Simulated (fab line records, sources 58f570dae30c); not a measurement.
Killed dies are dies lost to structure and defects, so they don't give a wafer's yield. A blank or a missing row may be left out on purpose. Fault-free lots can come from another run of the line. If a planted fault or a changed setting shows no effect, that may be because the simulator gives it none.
fab line records :: flow berkeleyCmos170
[record]
  lots = 15
  wafers = 45
  lastDay = 12
route steps=331 shown NSD@190
lots with no fault: from the same line, run without faults
startH: hours from the record's opening day to when the first of the lot's shown wafers began :: waitH: hours elapsed since this lot's preceding step :: " identical to the entry in the row above :: L1.1+2: one row covering several wafers at once :: - no value present, or no start provided :: * or withheld: withheld :: < > ~ a bound
route shown NAME@n: NAME is a module with steps in the file, n the number in the route of the first one :: usual: average and standard deviation across the fault-free wafers :: same: alike in all rows :: chamber/n: place in a boat :: sites: each site's reading :: _std_site: the values' standard deviation :: _edge_site: the outer-site mean with the inner-site mean subtracted :: radiusMm: for every site, how far away it sits from the centre of the wafer :: mask NAME#n: copy n :: behind: the most recent tool/chamber to have shaped the wafer :: hold: why the lot was held/for how many hours/how that ended :: device: the transistor (n, p or np) that didn't switch :: end of line: tests of these same wafers at the route's end :: a step without rows: its recipe alone :: killed: dies lost to structure and defects at the first sort, not the wafer's yield :: map: a wafer's dies, x killed, . not, _ none there
set.NAME: the setting that was run; set.NAME@STEP: the one run at that earlier step :: model.NAME: the simulator's own value behind a step, which no gauge read
steps of the route over a sample of lots; a table a step, a row a wafer
services: the hour from which a tool's chamber was out of use, counted from the record's first day as startH (under 0 if before that day), plus the number of hours and why
[[steps]]
[step UCB170_NSD_EXPOSE_03]
[recipe]
  maskId = NSELECT_MOD
  na = 0.5
  sigmaOuter = 0.6
  sourceShape = conventional
  targetCdNm = 1200
  doseMj = 30
[usual]
  exposureDoseMJCm2 = 29.98/0.034
  focusOffsetNm = 0.1/0.53
lot.wafer: L274.3
tool: krfScanner-02
chamber: 0
startH: 135.18
waitH: 0.1
mask: NSELECT_MOD#0
exposureDoseMJCm2: 30.00
focusOffsetNm: -0.4

lot.wafer: L274.4
tool: krfScanner-02
chamber: 0
startH: 135.18
waitH: 0.1
mask: NSELECT_MOD#0
exposureDoseMJCm2: 30.03
focusOffsetNm: 0.7

lot.wafer: L274.5
tool: krfScanner-02
chamber: 0
startH: 135.18
waitH: 0.1
mask: NSELECT_MOD#0
exposureDoseMJCm2: 29.99
focusOffsetNm: -0.8

lot.wafer: L273.1
tool: krfScanner-01
chamber: 0
startH: 135.39
waitH: 0.4
mask: NSELECT_MOD#0
exposureDoseMJCm2: 29.96
focusOffsetNm: 0.9

lot.wafer: L273.2
tool: krfScanner-01
chamber: 0
startH: 135.39
waitH: 0.4
mask: NSELECT_MOD#0
exposureDoseMJCm2: 29.99
focusOffsetNm: 0.9

lot.wafer: L273.4
tool: krfScanner-01
chamber: 0
startH: 135.39
waitH: 0.4
mask: NSELECT_MOD#0
exposureDoseMJCm2: 30.02
focusOffsetNm: 0.5

lot.wafer: L275.1
tool: krfScanner-01
chamber: 0
startH: 137.96
waitH: 0.1
mask: NSELECT_MOD#0
exposureDoseMJCm2: 30.03
focusOffsetNm: 0.3

lot.wafer: L275.3
tool: krfScanner-01
chamber: 0
startH: 137.96
waitH: 0.1
mask: NSELECT_MOD#0
exposureDoseMJCm2: 30.02
focusOffsetNm: 1.1

lot.wafer: L275.4
tool: krfScanner-01
chamber: 0
startH: 137.96
waitH: 0.1
mask: NSELECT_MOD#0
exposureDoseMJCm2: 30.01
focusOffsetNm: 0.3

lot.wafer: L278.1
tool: krfScanner-01
chamber: 0
startH: 149.54
waitH: 0.2
mask: NSELECT_MOD#0
exposureDoseMJCm2: 30.00
focusOffsetNm: -0.2

lot.wafer: L278.4
tool: krfScanner-01
chamber: 0
startH: 149.54
waitH: 0.2
mask: NSELECT_MOD#0
exposureDoseMJCm2: 29.99
focusOffsetNm: -0.3

lot.wafer: L278.6
tool: krfScanner-01
chamber: 0
startH: 149.54
waitH: 0.2
mask: NSELECT_MOD#0
exposureDoseMJCm2: 29.99
focusOffsetNm: -0.4

lot.wafer: L279.1
tool: krfScanner-01
chamber: 0
startH: 150.02
waitH: 0.3
mask: NSELECT_MOD#0
exposureDoseMJCm2: 29.99
focusOffsetNm: -0.2

lot.wafer: L279.2
tool: krfScanner-01
chamber: 0
startH: 150.02
waitH: 0.3
mask: NSELECT_MOD#0
exposureDoseMJCm2: 29.98
focusOffsetNm: -0.4

lot.wafer: L279.5
tool: krfScanner-01
chamber: 0
startH: 150.02
waitH: 0.3
mask: NSELECT_MOD#0
exposureDoseMJCm2: 30.01
focusOffsetNm: -0.4

lot.wafer: L280.1
tool: krfScanner-02
chamber: -
startH: 163.02
waitH: 0.2
mask: NSELECT_MOD#0
exposureDoseMJCm2: -
focusOffsetNm: -

lot.wafer: L280.3
tool: krfScanner-02
chamber: -
startH: 163.02
waitH: 0.2
mask: NSELECT_MOD#0
exposureDoseMJCm2: -
focusOffsetNm: -

lot.wafer: L280.4
tool: krfScanner-02
chamber: -
startH: 163.02
waitH: 0.2
mask: NSELECT_MOD#0
exposureDoseMJCm2: -
focusOffsetNm: -

lot.wafer: L281.1
tool: krfScanner-02
chamber: -
startH: 163.14
waitH: 0.2
mask: NSELECT_MOD#0
exposureDoseMJCm2: -
focusOffsetNm: -

lot.wafer: L281.3
tool: krfScanner-02
chamber: -
startH: 163.14
waitH: 0.2
mask: NSELECT_MOD#0
exposureDoseMJCm2: -
focusOffsetNm: -

lot.wafer: L281.4
tool: krfScanner-02
chamber: -
startH: 163.14
waitH: 0.2
mask: NSELECT_MOD#0
exposureDoseMJCm2: -
focusOffsetNm: -

lot.wafer: L282.2
tool: krfScanner-01
chamber: -
startH: 171.39
waitH: 0.3
mask: NSELECT_MOD#0
exposureDoseMJCm2: -
focusOffsetNm: -

lot.wafer: L282.5
tool: krfScanner-01
chamber: -
startH: 171.39
waitH: 0.3
mask: NSELECT_MOD#0
exposureDoseMJCm2: -
focusOffsetNm: -

lot.wafer: L282.6
tool: krfScanner-01
chamber: -
startH: 171.39
waitH: 0.3
mask: NSELECT_MOD#0
exposureDoseMJCm2: -
focusOffsetNm: -

lot.wafer: L283.1
tool: krfScanner-01
chamber: 0
startH: 180.82
waitH: 0.1
mask: NSELECT_MOD#0
exposureDoseMJCm2: 30.05
focusOffsetNm: 0.0

lot.wafer: L283.3
tool: krfScanner-01
chamber: 0
startH: 180.82
waitH: 0.1
mask: NSELECT_MOD#0
exposureDoseMJCm2: 30.03
focusOffsetNm: -0.6

lot.wafer: L283.5
tool: krfScanner-01
chamber: 0
startH: 180.82
waitH: 0.1
mask: NSELECT_MOD#0
exposureDoseMJCm2: 30.01
focusOffsetNm: -0.4

lot.wafer: L290.1
tool: krfScanner-01
chamber: 0
startH: 212.83
waitH: 0.2
mask: NSELECT_MOD#0
exposureDoseMJCm2: 29.96
focusOffsetNm: -0.2

lot.wafer: L290.2
tool: krfScanner-01
chamber: 0
startH: 212.83
waitH: 0.2
mask: NSELECT_MOD#0
exposureDoseMJCm2: 29.91
focusOffsetNm: 0.3

lot.wafer: L290.4
tool: krfScanner-01
chamber: 0
startH: 212.83
waitH: 0.2
mask: NSELECT_MOD#0
exposureDoseMJCm2: 29.96
focusOffsetNm: 0.9

lot.wafer: L291.3
tool: krfScanner-02
chamber: 0
startH: 222.57
waitH: 0.2
mask: NSELECT_MOD#0
exposureDoseMJCm2: 29.91
focusOffsetNm: -0.1

lot.wafer: L291.5
tool: krfScanner-02
chamber: 0
startH: 222.57
waitH: 0.2
mask: NSELECT_MOD#0
exposureDoseMJCm2: 29.95
focusOffsetNm: 0.9

lot.wafer: L291.6
tool: krfScanner-02
chamber: 0
startH: 222.57
waitH: 0.2
mask: NSELECT_MOD#0
exposureDoseMJCm2: 29.93
focusOffsetNm: 0.6

lot.wafer: L292.2
tool: krfScanner-01
chamber: 0
startH: 232.74
waitH: 0.2
mask: NSELECT_MOD#0
exposureDoseMJCm2: 30.04
focusOffsetNm: 0.1

lot.wafer: L292.4
tool: krfScanner-01
chamber: 0
startH: 232.74
waitH: 0.2
mask: NSELECT_MOD#0
exposureDoseMJCm2: 30.04
focusOffsetNm: -0.2

lot.wafer: L292.6
tool: krfScanner-01
chamber: 0
startH: 232.74
waitH: 0.2
mask: NSELECT_MOD#0
exposureDoseMJCm2: 30.01
focusOffsetNm: 0.4

lot.wafer: L293.1
tool: krfScanner-01
chamber: 0
startH: 233.19
waitH: 0.3
mask: NSELECT_MOD#0
exposureDoseMJCm2: 29.93
focusOffsetNm: 0.3

lot.wafer: L293.4
tool: krfScanner-01
chamber: 0
startH: 233.19
waitH: 0.3
mask: NSELECT_MOD#0
exposureDoseMJCm2: 29.94
focusOffsetNm: -0.1

lot.wafer: L293.5
tool: krfScanner-01
chamber: 0
startH: 233.19
waitH: 0.3
mask: NSELECT_MOD#0
exposureDoseMJCm2: 29.95
focusOffsetNm: -0.2

lot.wafer: L295.1
tool: krfScanner-02
chamber: 0
startH: 237.07
waitH: 0.2
mask: NSELECT_MOD#0
exposureDoseMJCm2: 29.96
focusOffsetNm: -1.4

lot.wafer: L295.2
tool: krfScanner-02
chamber: 0
startH: 237.07
waitH: 0.2
mask: NSELECT_MOD#0
exposureDoseMJCm2: 29.91
focusOffsetNm: -1.1

lot.wafer: L295.6
tool: krfScanner-02
chamber: 0
startH: 237.07
waitH: 0.2
mask: NSELECT_MOD#0
exposureDoseMJCm2: 29.95
focusOffsetNm: -0.2

lot.wafer: L296.2
tool: krfScanner-02
chamber: 0
startH: 253.31
waitH: 0.1
mask: NSELECT_MOD#0
exposureDoseMJCm2: 29.94
focusOffsetNm: -0.4

lot.wafer: L296.4
tool: krfScanner-02
chamber: 0
startH: 253.31
waitH: 0.1
mask: NSELECT_MOD#0
exposureDoseMJCm2: 29.97
focusOffsetNm: 0.3

lot.wafer: L296.5
tool: krfScanner-02
chamber: 0
startH: 253.31
waitH: 0.1
mask: NSELECT_MOD#0
exposureDoseMJCm2: 29.99
focusOffsetNm: -0.6
[[services]]
tool: krfScanner-01
chamber: -
startH: 141.64
hours: 1.3
kind: pm

tool: krfScanner-02
chamber: -
startH: 142.94
hours: 1.3
kind: pm

tool: krfScanner-02
chamber: -
startH: 156.65
hours: 1.3
kind: repair

tool: krfScanner-01
chamber: -
startH: 158.06
hours: 4.0
kind: pm

tool: krfScanner-02
chamber: -
startH: 170.65
hours: 0.9
kind: repair

tool: krfScanner-02
chamber: -
startH: 173.43
hours: 1.0
kind: pm

tool: krfScanner-01
chamber: -
startH: 216.54
hours: 1.0
kind: pm

tool: krfScanner-02
chamber: -
startH: 232.67
hours: 0.8
kind: pm

tool: krfScanner-02
chamber: 0
startH: 238.39
hours: -
kind: calibration

tool: krfScanner-01
chamber: 0
startH: 242.50
hours: -
kind: calibration
[[key]]
[firstSign]
  step = UCB170_NSD_EXPOSE_03
  reading = toolRecord
  direction = missing
effect none on later readings
metAt UCB170_NSD_EXPOSE_03
struckLots L280,L281,L282
sortLeftOut L280.1,L280.3,L280.4,L281.1,L281.3,L281.4,L282.2,L282.5,L282.6
testerLeftOut L280,L281,L282
onsetBetween 150.02 163.02
[fault]
  kind = skippedStepWhole
  tool = krfScanner-01,krfScanner-02
  chamber = -
  onsetH = 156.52
  steps = UCB170_NSD_EXPOSE_03
  scope = struckLotsOnly
// testerLeftOut: of these lots the tester's yield and bins aren't shown, on N5 and GAA mostly nor the transistor test; their killed dies are dies lost to structure and defects alone, not to doping, threshold or leakage, so they don't give the yield
// sortLeftOut: the simulated sort isn't trusted on such a fault, so these wafers' sort isn't shown, and their yield isn't known
